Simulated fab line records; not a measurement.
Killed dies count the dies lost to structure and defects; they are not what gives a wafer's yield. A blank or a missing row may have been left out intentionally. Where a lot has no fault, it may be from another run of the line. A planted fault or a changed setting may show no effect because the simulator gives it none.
fab line records | flow rit-cmos
record: lots: 13 wafers: 39 last-day: 7
route steps=202 shown PRETRO@70 SPACER@128 PLDD@159 M1@202
lots that met no fault: from a run of the same line without faults
start-h: start of the lot's first displayed wafer, in hours after the record's first day | wait-h: how many hours have passed since the lot's step before this one | " unchanged from the row above | L1.1+2: several wafers, shown together as one row | - value missing, or start not given | * or withheld: withheld | < > ~ a bound
route shown NAME@n: names a module that has steps shown in the file, with the first one's number in the route | usual: average and standard deviation across the fault-free wafers | same: alike in all rows | chamber/n: place in a boat | sites: readings site by site | _std_site: standard deviation of those values | _edge_site: the outer-site mean with the inner-site mean subtracted | radius-mm: for every site, how far away it sits from the centre of the wafer | mask NAME#n: copy n | behind: the tool/chamber that last shaped the wafer | hold: cause of the lot's hold/its duration in hours/its outcome | device: whichever transistor did not switch (one of n, p or np) | end of line: at the end of the route, the tests of the same wafers | for a step that has no rows: nothing shown but its recipe | killed: at the first sort, the dies lost to defects and structure; wafer yield is something else | map: per-die view of a wafer (x killed, . not killed, _ where there is no die)
set.NAME: the setting as run; set.NAME@STEP: as run at that earlier step | model.NAME: the simulator's own value behind a step, which no gauge read
a sample of lots followed through the steps of the route, with each step as a table and each wafer as a row
services: a tool's chamber out of use, with start hour (start-h, from the record's first day; less than 0 if before it), hours out, and reason
== steps ==
step: RIT_PRETRO_OVL_MEAS_06
usual: PRETRO_OVL: 0.2/1.5
columns lot.wafer tool chamber start-h wait-h PRETRO_OVL[nm]
L457.4 overlay-01 - 36.06 - 1.9
L457.5 " - " " 2.6
L457.6 " - " " 2.9
L458.2 overlay-02 - 41.20 - -0.3
L458.5 " - " " 0.5
L458.6 " - " " -0.3
L459.1 overlay-02 - 46.55 - -3.5
L459.5 " - " " 0.9
L459.6 " - " " -1.4
L461.2 overlay-01 - 54.00 - -1.4
L461.4 " - " " 0.3
L461.5 " - " " -0.3
L462.1 overlay-01 - 61.68 - 1.8
L462.4 " - " " 2.9
L462.6 " - " " -0.6
L465.1 overlay-02 - 73.51 - 0.4
L465.4 " - " " 0.9
L465.6 " - " " -1.4
L466.3 overlay-02 - 80.86 - 1.3
L466.5 " - " " 3.1
L466.6 " - " " -0.5
L470.2 overlay-01 - 102.49 - -1.4
L470.3 " - " " 1.0
L470.5 " - " " -1.8
L471.1 overlay-02 - 106.41 - 1.0
L471.5 " - " " 0.9
L471.6 " - " " 1.2
L472.1 overlay-02 - 109.07 - 2.4
L472.4 " - " " 2.2
L472.5 " - " " -0.5
L476.1 overlay-02 - 130.08 - 0.1
L476.2 " - " " -0.9
L476.4 " - " " 0.7
L478.1 overlay-02 - 138.40 - 1.3
L478.4 " - " " 0.6
L478.6 " - " " 0.1
L479.1 overlay-02 - 144.20 - -1.1
L479.2 " - " " -1.2
L479.5 " - " " -1.5
step: RIT_SPACER_CVD_03
recipe: material: Si3N4 target-thk-nm: 250 temp-c: 810 precursor: SiH2Cl2/NH3 time-s: 3300 pressure-mtorr: 300 sih2cl2-flow-sccm: 60 nh3-flow-sccm: 150
usual: spike-tc-centre-C: 812.1/1.8 spike-tc-load-C: 832.1/2 spike-tc-source-C: 831.3/2.6 zone-power-centre-pct: 38.8/2.8 zone-power-load-pct: 22.1/1.6 zone-power-source-pct: 19.1/2.3
columns lot.wafer tool chamber start-h wait-h spike-tc-centre-C spike-tc-load-C spike-tc-source-C zone-power-centre-pct zone-power-load-pct zone-power-source-pct
L457.4 lpcvd-01 1 55.40 1.1 813.9 832.6 829.3 40.4 20.9 20.8
L457.5 " 1 " " 812.3 834.1 827.7 40.3 20.6 21.0
L457.6 " 1 " " 813.5 833.2 828.9 40.6 21.0 20.9
L458.2 lpcvd-02 1 58.53 0.8 808.6 832.6 834.8 36.3 24.1 18.6
L458.5 " 1 " " 808.5 833.4 833.7 36.7 23.6 18.5
L458.6 " 1 " " 810.3 833.1 834.6 36.3 23.8 18.6
L459.1 lpcvd-01 1 65.04 0.0 813.8 834.5 829.4 40.8 20.9 20.9
L459.5 " 1 " " 814.3 832.1 827.2 40.9 21.0 20.8
L459.6 " 1 " " 815.2 831.7 826.9 40.9 20.7 20.6
L461.2 lpcvd-02 0 69.58 0.0 814.3 834.4 833.7 34.4 19.5 22.4
L461.4 " 0 " " 811.9 836.3 833.9 33.9 19.2 22.2
L461.5 " 0 " " 812.0 835.4 832.2 34.1 19.2 22.5
L462.1 lpcvd-01 1 77.61 0.0 814.3 831.1 827.6 41.1 20.4 21.1
L462.4 " 1 " " 814.5 833.4 828.9 41.0 20.9 21.2
L462.6 " 1 " " 813.9 832.6 827.3 41.0 21.1 21.3
L465.1 lpcvd-01 1 91.99 0.0 832.4 854.3 849.2 41.8 22.4 22.3
L465.4 " 1 " " 834.4 854.0 849.4 41.4 22.1 22.6
L465.6 " 1 " " 834.9 853.0 847.5 41.4 22.4 22.4
L466.3 lpcvd-02 0 100.00 1.2 809.8 833.5 832.8 34.3 19.2 22.5
L466.5 " 0 " " 812.1 834.2 832.6 34.5 19.1 22.0
L466.6 " 0 " " 811.9 834.4 833.8 34.5 19.2 22.2
L470.2 lpcvd-01 0 117.94 0.0 812.8 828.7 831.2 41.6 22.7 16.0
L470.3 " 0 " " 812.5 827.5 831.4 41.7 23.1 15.7
L470.5 " 0 " " 812.7 830.2 832.1 41.3 23.0 15.9
L471.1 lpcvd-02 1 124.46 0.0 810.0 832.7 833.8 36.7 24.0 18.4
L471.5 " 1 " " 808.7 832.4 833.3 36.3 23.8 18.6
L471.6 " 1 " " 808.1 831.6 833.4 36.8 24.0 18.7
L472.1 lpcvd-01 0 125.23 0.0 813.4 828.7 828.6 41.3 23.0 15.8
L472.4 " 0 " " 811.7 827.8 830.7 41.8 23.0 15.6
L472.5 " 0 " " 812.7 830.7 829.8 42.1 22.9 15.9
L476.1 lpcvd-02 1 145.70 0.0 810.5 832.0 834.8 37.2 23.7 18.5
L476.2 " 1 " " 808.8 832.6 834.0 36.2 24.1 18.6
L476.4 " 1 " " 809.2 832.6 835.4 36.0 24.1 18.3
L478.1 lpcvd-02 1 152.70 0.0 809.8 832.8 833.9 36.2 23.8 18.2
L478.4 " 1 " " 809.5 832.7 834.1 36.7 23.9 18.5
L478.6 " 1 " " 810.6 831.1 833.4 35.9 24.0 18.5
L479.1 lpcvd-02 1 162.21 0.0 810.4 833.0 834.7 36.0 24.4 18.1
L479.2 " 1 " " 810.0 833.3 833.7 36.3 24.0 18.6
L479.5 " 1 " " 811.2 832.6 832.8 35.8 24.0 18.2
step: RIT_SPACER_THK_MEAS_04
recipe: reads: Si3N4_of_SPACER_CVD_03
usual: SPACER_NITRIDE_THK: 249.3/2.1
columns lot.wafer tool chamber start-h wait-h hold SPACER_NITRIDE_THK[nm]
L457.4 film-metro-03 - 57.35 0.0 - 249.0
L457.5 " - " " - 249.6
L457.6 " - " " - 248.2
L458.2 film-metro-01 - 60.46 0.0 - 253.3
L458.5 " - " " - 253.0
L458.6 " - " " - 252.7
L459.1 film-metro-03 - 66.96 0.0 - 249.8
L459.5 " - " " - 253.5
L459.6 " - " " - 250.7
L461.2 film-metro-03 - 71.51 0.0 - 250.5
L461.4 " - " " - 254.3
L461.5 " - " " - 251.1
L462.1 film-metro-03 - 80.48 0.0 - 246.3
L462.4 " - " " - 248.7
L462.6 " - " " - 247.9
L465.1 film-metro-03 - 93.91 0.0 await-dispo/0.2h/release 356.5
L465.4 " - " " await-dispo/0.2h/release 359.6
L465.6 " - " " await-dispo/0.2h/release 356.6
L465.1 film-metro-03 - 94.14 0.2 - 356.8
L465.4 " - " " - 359.4
L465.6 " - " " - 356.4
L466.3 film-metro-04 - 101.93 0.0 - 247.3
L466.5 " - " " - 247.1
L466.6 " - " " - 244.8
L470.2 film-metro-04 - 119.86 0.0 - 245.5
L470.3 " - " " - 247.1
L470.5 " - " " - 247.6
L472.1 film-metro-01 - 127.15 0.0 - 250.7
L472.4 " - " " - 251.9
L472.5 " - " " - 250.5
L471.1 film-metro-04 - 127.34 0.0 - 248.6
L471.5 " - " " - 251.3
L471.6 " - " " - 247.4
L476.1 film-metro-04 - 147.62 0.0 - 250.8
L476.2 " - " " - 250.6
L476.4 " - " " - 251.6
L478.1 film-metro-03 - 154.61 0.0 - 247.0
L478.4 " - " " - 247.0
L478.6 " - " " - 247.4
L479.1 film-metro-03 - 164.12 0.0 - 250.1
L479.2 " - " " - 247.0
L479.5 " - " " - 250.4
step: RIT_SPACER_ETCHBACK_05
recipe: target-depth-a: 2500 SF6_flow_sccm: 30 CHF3_flow_sccm: 30 target: Si3N4 chemistry: SF6/CHF3 pressure-mtorr: 40 rf-w: 250 time-s: 240 stop-on: SiO2
usual: chamber-pressure-mTorr: 40.00/0.037 drypump-motor-current-A: 5.9/0.54 oes-product-au: 0.838/0.015 throttle-valve-pct: 10.21/0.14
columns lot.wafer tool chamber start-h wait-h chamber-pressure-mTorr drypump-motor-current-A oes-product-au rf-hours-counter-h throttle-valve-pct
L457.4 rie-diel-03 3 57.38 0.0 40.01 6.3 0.847 94 10.45
L457.5 " 1 " " 39.97 6.1 0.837 - 9.99
L457.6 " 2 " " 40.00 5.9 0.844 - 10.22
L458.2 rie-diel-01 3 60.51 0.0 40.00 6.4 0.881 130 10.37
L458.5 " 1 " " 39.96 5.3 0.847 - 10.02
L458.6 " 0 " " 39.93 5.7 0.838 - 10.29
L459.1 rie-diel-03 0 67.02 0.1 40.04 6.7 0.859 28 10.10
L459.5 " 3 " " 40.00 6.3 0.854 - 10.48
L459.6 " 0 " " 40.08 6.7 0.858 - 10.09
L461.2 rie-diel-01 3 71.56 0.0 39.96 6.4 0.869 130 10.37
L461.4 " 1 " " 40.05 5.4 0.855 10 10.02
L461.5 " 2 " " 39.99 6.3 0.840 - 10.07
L462.1 rie-diel-02 2 80.54 0.1 39.96 5.8 0.811 4 10.21
L462.4 " 3 " " 39.91 5.4 0.818 4 10.37
L462.6 " 2 " " 39.96 5.8 0.817 - 10.23
L466.3 rie-diel-02 1 101.97 0.0 40.07 5.7 0.829 6 10.29
L466.5 " 1 " " 40.01 5.6 0.815 - 10.28
L466.6 " 2 " " 39.99 5.8 0.806 - 10.21
L470.2 rie-diel-03 3 119.91 0.0 39.95 6.3 0.835 96 10.45
L470.3 " 1 " " 39.97 6.0 0.835 4 10.02
L470.5 " 1 " " 40.00 6.0 0.835 - 10.00
L472.1 rie-diel-01 1 127.21 0.1 39.96 5.3 0.853 11 10.02
L472.4 " 0 " " 39.98 5.8 0.824 46 10.30
L472.5 " 0 " " 39.95 5.8 0.833 - 10.30
L471.1 rie-diel-03 1 127.40 0.1 40.07 6.0 0.831 5 10.01
L471.5 " 0 " " 40.00 6.7 0.858 - 10.10
L471.6 " 1 " " 39.96 6.0 0.833 - 10.01
L476.1 rie-diel-02 3 147.68 0.1 40.04 5.4 0.828 5 10.35
L476.2 " 2 " " 40.03 5.8 0.829 5 10.24
L476.4 " 0 " " 39.98 4.7 0.859 86 10.21
L478.1 rie-diel-02 0 154.67 0.1 40.09 4.7 0.833 87 10.23
L478.4 " 3 " " 40.00 5.4 0.810 5 10.35
L478.6 " 2 " " 39.99 5.8 0.819 - 10.21
L479.1 rie-diel-03 3 164.18 0.1 40.03 6.3 0.854 97 10.46
L479.2 " 2 " " 39.99 5.8 0.843 1 10.24
L479.5 " 0 " " 40.00 6.7 0.866 - 10.11
step: RIT_SDANNEAL_RS_MEAS_06
recipe: thk-meas-gauge: four-point-probe
usual: PLDD_RS: 178.8/0.46
columns lot.wafer tool chamber start-h wait-h PLDD_RS[ohm/sq]
L457.4 film-metro-04 - 61.10 0.1 178.1
L457.5 " - " " 178.6
L457.6 " - " " 178.0
L458.2 film-metro-02 - 64.31 0.1 179.9
L458.5 " - " " 179.1
L458.6 " - " " 179.1
L459.1 film-metro-04 - 71.15 0.1 178.3
L459.5 " - " " 178.4
L459.6 " - " " 178.2
L461.2 film-metro-02 - 75.38 0.1 178.6
L461.4 " - " " 179.0
L461.5 " - " " 178.5
L462.1 film-metro-04 - 84.20 0.1 179.2
L462.4 " - " " 178.8
L462.6 " - " " 178.0
L466.3 film-metro-02 - 105.67 0.1 177.9
L466.5 " - " " 178.2
L466.6 " - " " 177.9
L470.2 film-metro-04 - 123.71 0.1 179.3
L470.3 " - " " 179.4
L470.5 " - " " 179.2
L472.1 film-metro-03 - 131.13 0.1 178.9
L472.4 " - " " 178.6
L472.5 " - " " 179.3
L471.1 film-metro-04 - 131.60 0.1 179.0
L471.5 " - " " 179.5
L471.6 " - " " 179.6
L476.1 film-metro-04 - 151.72 0.1 179.1
L476.2 " - " " 179.1
L476.4 " - " " 179.2
L478.1 film-metro-04 - 158.55 0.1 178.6
L478.4 " - " " 178.5
L478.6 " - " " 178.7
L479.1 film-metro-02 - 168.09 0.1 179.7
L479.2 " - " " 179.4
L479.5 " - " " 179.7
step: RIT_M1_PROBE_99
usual: defect-limited-yield: 97.5/1.1 killed_at_M0_to_M3: 0.0/0.12 killed-at-front-end: 6.5/2.8 killed-dies: 6.5/2.8 killed-on-rim: 1.7/1.3 killed-open: 3.2/1.8 killed-short: 3.3/2 sort_bin_3_pad_short: 0.1/0.23 sort_bin_5_function: 1.5/0.77 sort_bin_6_memory: 0.9/0.6 sort-n-pass: 257.5/2.8 sort-yield-pct: 97.5/1.1
same: gross-dies: 264 killed_at_M4_up: 0 killed-at-back-side: 0 killed-at-contacts: 0 killed-at-other: 0
columns lot.wafer tool chamber start-h wait-h defect-limited-yield[%] killed_at_M0_to_M3 killed-at-front-end killed-dies killed-on-rim killed-open killed-short sort_bin_3_pad_short[%] sort_bin_5_function[%] sort_bin_6_memory[%] sort-n-pass sort-yield-pct[%]
L457.4 prober-01 - 68.54 0.2 97.3 0 7 7 1 4 2 0.4 1.9 0.4 257.0 97.3
L457.5 prober-01 - 68.59 0.2 98.1 0 5 5 2 4 1 0 1.1 0.8 259.0 98.1
L457.6 prober-01 - 68.64 0.2 98.1 0 5 5 2 3 1 0 0.4 1.5 259.0 98.1
L458.2 prober-02 - 71.76 0.1 98.1 0 5 5 1 0 5 0 0.4 1.5 259.0 98.1
L458.5 prober-02 - 71.91 0.2 98.5 0 4 4 1 1 3 0 1.5 0 260.0 98.5
L458.6 prober-02 - 71.96 0.2 97.7 0 6 6 3 1 5 0 1.9 0.4 258.0 97.7
L459.1 prober-01 - 78.41 0.1 97.3 0 7 7 3 5 2 0 1.9 0.8 257.0 97.3
L459.5 prober-01 - 78.61 0.2 98.5 0 4 4 1 2 2 0 1.1 0.4 260.0 98.5
L459.6 prober-01 - 78.66 0.2 97.0 0 8 8 1 4 4 0 2.7 0.4 256.0 97.0
L461.2 prober-02 - 83.11 0.1 98.9 0 3 3 0 1 2 0 1.1 0 261.0 98.9
L461.4 prober-02 - 83.21 0.2 96.6 0 9 9 1 4 5 0 1.9 1.5 255.0 96.6
L461.5 prober-02 - 83.26 0.2 97.3 0 7 7 0 4 3 0.4 0.8 1.5 257.0 97.3
L462.1 prober-02 - 91.57 0.1 97.3 0 7 7 2 4 3 0 2.7 0 257.0 97.3
L462.4 prober-02 - 91.72 0.2 98.1 0 5 5 0 2 3 0 1.1 0.8 259.0 98.1
L462.6 prober-02 - 91.82 0.2 96.2 0 10 10 1 4 6 0.4 3.0 0.4 254.0 96.2
L466.3 prober-02 - 112.92 0.2 96.6 0 9 9 2 5 4 0.4 1.5 1.5 255.0 96.6
L466.5 prober-02 - 113.02 0.2 98.5 0 4 4 1 2 2 0 0.4 1.1 260.0 98.5
L466.6 prober-02 - 113.07 0.2 97.0 0 8 8 2 4 4 0.4 2.3 0.4 256.0 97.0
L470.2 prober-02 - 131.11 0.1 96.6 0 9 9 2 4 5 0.8 1.5 1.1 255.0 96.6
L470.3 prober-02 - 131.16 0.2 99.2 0 2 2 0 2 0 0 0.4 0.4 262.0 99.2
L470.5 prober-02 - 131.26 0.2 98.5 0 4 4 0 1 3 0 1.1 0.4 260.0 98.5
L472.1 prober-01 - 138.13 0.1 98.1 0 5 5 2 4 1 0 0.8 1.1 259.0 98.1
L472.4 prober-01 - 138.28 0.2 97.7 0 6 6 3 2 4 0 1.5 0.8 258.0 97.7
L472.5 prober-01 - 138.33 0.2 97.7 0 6 6 1 4 2 0 1.5 0.8 258.0 97.7
L471.1 prober-02 - 139.63 0.1 95.8 0 11 11 4 7 4 0 3.0 1.1 253.0 95.8
L471.5 prober-02 - 139.83 0.2 98.5 0 4 4 0 1 3 0 0.8 0.8 260.0 98.5
L471.6 prober-02 - 139.88 0.2 97.3 0 7 7 0 4 3 0 1.5 1.1 257.0 97.3
L476.1 prober-02 - 158.73 0.1 98.1 0 5 5 2 2 3 0 1.1 0.8 259.0 98.1
L476.2 prober-02 - 158.78 0.1 97.3 0 7 7 2 3 4 0 2.3 0.4 257.0 97.3
L476.4 prober-02 - 158.88 0.2 97.7 0 6 6 2 2 4 0.4 1.9 0 258.0 97.7
L478.1 prober-02 - 165.61 0.1 97.3 0 7 7 2 4 3 0 1.1 1.5 257.0 97.3
L478.4 prober-02 - 165.76 0.2 97.7 0 6 6 0 2 4 0.4 0.8 1.1 258.0 97.7
L478.6 prober-02 - 165.86 0.2 98.1 1 4 5 2 2 3 0.4 1.5 0 259.0 98.1
L479.1 prober-01 - 175.38 0.1 97.7 0 6 6 1 4 2 0 1.5 0.8 258.0 97.7
L479.2 prober-01 - 175.43 0.1 97.7 0 6 6 3 4 2 0 1.5 0.8 258.0 97.7
L479.5 prober-01 - 175.58 0.2 96.2 0 10 10 3 5 5 0.4 1.9 1.5 254.0 96.2
killed by level:class
L457.4 FOX1:geometric-particle:open=1 FOX2:geometric-particle:open=1 GATE:geometric-particle:open=1 REOX:geometric-particle:short=1 SPACER:geometric-particle:open=1 SPACER:geometric-particle:short=1 PLDD:coat-microbubble-printed=1
L457.5 GATE:geometric-particle:open=2 FOX2:geometric-particle:open=1 REOX:geometric-particle:open=1 SILICIDE:geometric-particle:short=1
L457.6 FOX2:geometric-particle:open=1 GATE:geometric-particle:short=1 GATE:geometric-particle:open=1 SPACER:geometric-particle:open=1 PLDD:coat-microbubble-printed=1
L458.2 GATE:geometric-particle:short=4 SILICIDE:geometric-particle:short=1
L458.5 GATE:geometric-particle:short=2 FOX1:geometric-particle:short=1 SPACER:geometric-particle:open=1
L458.6 SPACER:geometric-particle:short=2 FOX1:geometric-particle:short=1 GATE:geometric-particle:short=1 GATE:geometric-particle:open=1 REOX:geometric-particle:short=1
L459.1 GATE:geometric-particle:open=3 FOX1:geometric-particle:short=1 REOX:geometric-particle:short=1 SPACER:geometric-particle:open=1 SILICIDE:geometric-particle:open=1
L459.5 FOX1:geometric-particle:short=2 GATE:geometric-particle:open=1 SILICIDE:geometric-particle:open=1
L459.6 GATE:geometric-particle:short=2 ACTIVE:geometric-particle:open=1 FOX1:geometric-particle:open=1 GATE:geometric-particle:open=1 REOX:geometric-particle:short=1 SILICIDE:geometric-particle:short=1 SILICIDE:geometric-particle:open=1
L461.2 FOX2:geometric-particle:short=1 GATE:geometric-particle:short=1 GATE:geometric-particle:open=1
L461.4 FOX1:geometric-particle:open=2 REOX:geometric-particle:short=2 FOX2:geometric-particle:short=1 GATE:geometric-particle:short=1 GATE:geometric-particle:open=1 SILICIDE:geometric-particle:short=1 SILICIDE:geometric-particle:open=1
L461.5 GATE:geometric-particle:open=3 GATE:geometric-particle:short=2 FOX2:geometric-particle:short=1 SPACER:geometric-particle:open=1
L462.1 GATE:geometric-particle:open=2 FOX2:geometric-particle:open=1 GATE:geometric-particle:short=1 SPACER:geometric-particle:short=1 SILICIDE:geometric-particle:short=1 SILICIDE:geometric-particle:open=1
L462.4 FOX2:geometric-particle:open=1 FOX2:geometric-particle:short=1 GATE:geometric-particle:short=1 GATE:geometric-particle:open=1 SPACER:geometric-particle:short=1
L462.6 GATE:geometric-particle:short=4 GATE:geometric-particle:open=2 FOX2:geometric-particle:open=1 SPACER:geometric-particle:short=1 SILICIDE:geometric-particle:short=1 SILICIDE:geometric-particle:open=1
L466.3 GATE:geometric-particle:short=4 GATE:geometric-particle:open=3 FOX1:geometric-particle:open=1 SPACER:geometric-particle:open=1
L466.5 GATE:geometric-particle:open=2 GATE:geometric-particle:short=1 SILICIDE:geometric-particle:short=1
L466.6 REOX:geometric-particle:open=3 FOX1:geometric-particle:short=2 FOX1:geometric-particle:open=1 REOX:geometric-particle:short=1 SILICIDE:geometric-particle:short=1
L470.2 FOX1:geometric-particle:open=3 FOX1:geometric-particle:short=3 GATE:geometric-particle:open=1 GATE:geometric-particle:short=1 SILICIDE:geometric-particle:short=1
L470.3 GATE:geometric-particle:open=1 REOX:geometric-particle:open=1
L470.5 FOX1:geometric-particle:short=2 GATE:geometric-particle:short=1 SILICIDE:geometric-particle:open=1
L472.1 GATE:geometric-particle:open=2 FOX1:geometric-particle:open=1 REOX:geometric-particle:open=1 SILICIDE:geometric-particle:short=1
L472.4 REOX:geometric-particle:short=2 FOX1:geometric-particle:open=1 REOX:geometric-particle:open=1 SPACER:geometric-particle:short=1 SILICIDE:geometric-particle:short=1
L472.5 GATE:geometric-particle:open=2 GATE:geometric-particle:short=2 FOX2:geometric-particle:open=1 SPACER:geometric-particle:open=1
L471.1 GATE:geometric-particle:open=2 REOX:geometric-particle:open=2 SPACER:geometric-particle:open=2 SPACER:geometric-particle:short=2 FOX1:geometric-particle:short=1 GATE:geometric-particle:short=1 SILICIDE:geometric-particle:open=1
L471.5 FOX1:geometric-particle:short=1 FOX2:geometric-particle:short=1 REOX:geometric-particle:short=1 SILICIDE:geometric-particle:open=1
L471.6 GATE:geometric-particle:short=2 SPACER:geometric-particle:open=2 GATE:geometric-particle:open=1 REOX:geometric-particle:short=1 SILICIDE:geometric-particle:open=1
L476.1 REOX:geometric-particle:short=2 FOX1:geometric-particle:open=1 GATE:geometric-particle:short=1 REOX:geometric-particle:open=1
L476.2 GATE:geometric-particle:short=3 GATE:geometric-particle:open=2 REOX:geometric-particle:open=1 SPACER:geometric-particle:short=1
L476.4 REOX:geometric-particle:short=2 FOX1:geometric-particle:short=1 GATE:geometric-particle:open=1 GATE:geometric-particle:short=1 REOX:geometric-particle:open=1
L478.1 GATE:geometric-particle:short=2 FOX1:geometric-particle:open=1 GATE:geometric-particle:open=1 REOX:geometric-particle:open=1 SPACER:geometric-particle:short=1 SILICIDE:geometric-particle:open=1
L478.4 SILICIDE:geometric-particle:short=2 FOX1:geometric-particle:short=1 FOX1:geometric-particle:open=1 GATE:geometric-particle:short=1 GATE:geometric-particle:open=1
L478.6 GATE:geometric-particle:short=1 GATE:geometric-particle:open=1 SPACER:geometric-particle:open=1 SPACER:geometric-particle:short=1 M1:geometric-particle:short=1
L479.1 FOX1:geometric-particle:open=2 GATE:geometric-particle:short=1 REOX:geometric-particle:open=1 SPACER:geometric-particle:open=1 SPACER:geometric-particle:short=1
L479.2 FOX1:geometric-particle:open=3 GATE:geometric-particle:short=2 REOX:geometric-particle:open=1
L479.5 SILICIDE:geometric-particle:open=3 REOX:geometric-particle:short=2 SPACER:geometric-particle:short=2 GATE:geometric-particle:open=1 GATE:geometric-particle:short=1 SPACER:geometric-particle:open=1
== services ==
columns tool chamber start-h hours kind
rie-diel-01 1 35.99 15.2 repair
rie-diel-01 0 41.83 7.8 repair
rie-diel-03 0 45.35 6.7 repair
rie-diel-02 - 60.94 14.6 pm
rie-diel-03 2 61.42 4.9 repair
rie-diel-03 2 66.33 - clean
rie-diel-03 2 66.33 14.6 scheduled-down
rie-diel-03 2 66.33 14.6 vent-cycle
rie-diel-01 - 71.71 2.8 pm
rie-diel-02 - 75.54 2.8 pm
rie-diel-02 1 81.31 9.3 repair
rie-diel-03 3 84.93 2.0 repair
rie-diel-03 2 118.76 4.0 repair
rie-diel-01 2 144.27 6.5 repair
rie-diel-02 3 161.95 4.0 repair
rie-diel-02 0 163.43 2.5 repair
== key ==
first-sign: step: RIT_SPACER_CVD_03 reading: spike-tc-centre-C direction: up sigmas: 12 usual: 812.1 struck: 833.9
effect: step: RIT_SPACER_CVD_03 reading: spike-tc-load-C direction: up sigmas: 11 usual: 832.1 struck: 853.8
effect: step: RIT_SPACER_THK_MEAS_04 reading: visit direction: added
effect: step: RIT_SPACER_THK_MEAS_04 reading: SPACER_NITRIDE_THK direction: up sigmas: 53 usual: 249.3 struck: 357.5
met-at RIT_SPACER_CVD_03
struck-lots L465
struck-wafers L465.1,L465.4,L465.6
scrapped-behind RIT_SPACER_THK_MEAS_04 L465.1,L465.4,L465.6
not-acting-at RIT_PRETRO_OVL_MEAS_06,RIT_SPACER_ETCHBACK_05,RIT_SDANNEAL_RS_MEAS_06
onset-between 77.61 91.99
fault: kind: process-parameter-drift tool: lpcvd-01 chamber: 1 onset-h: 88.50 steps: RIT_SPACER_CVD_03 channel: temp-c offset: * shape: step end-h: 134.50 acts-in: * stated: *
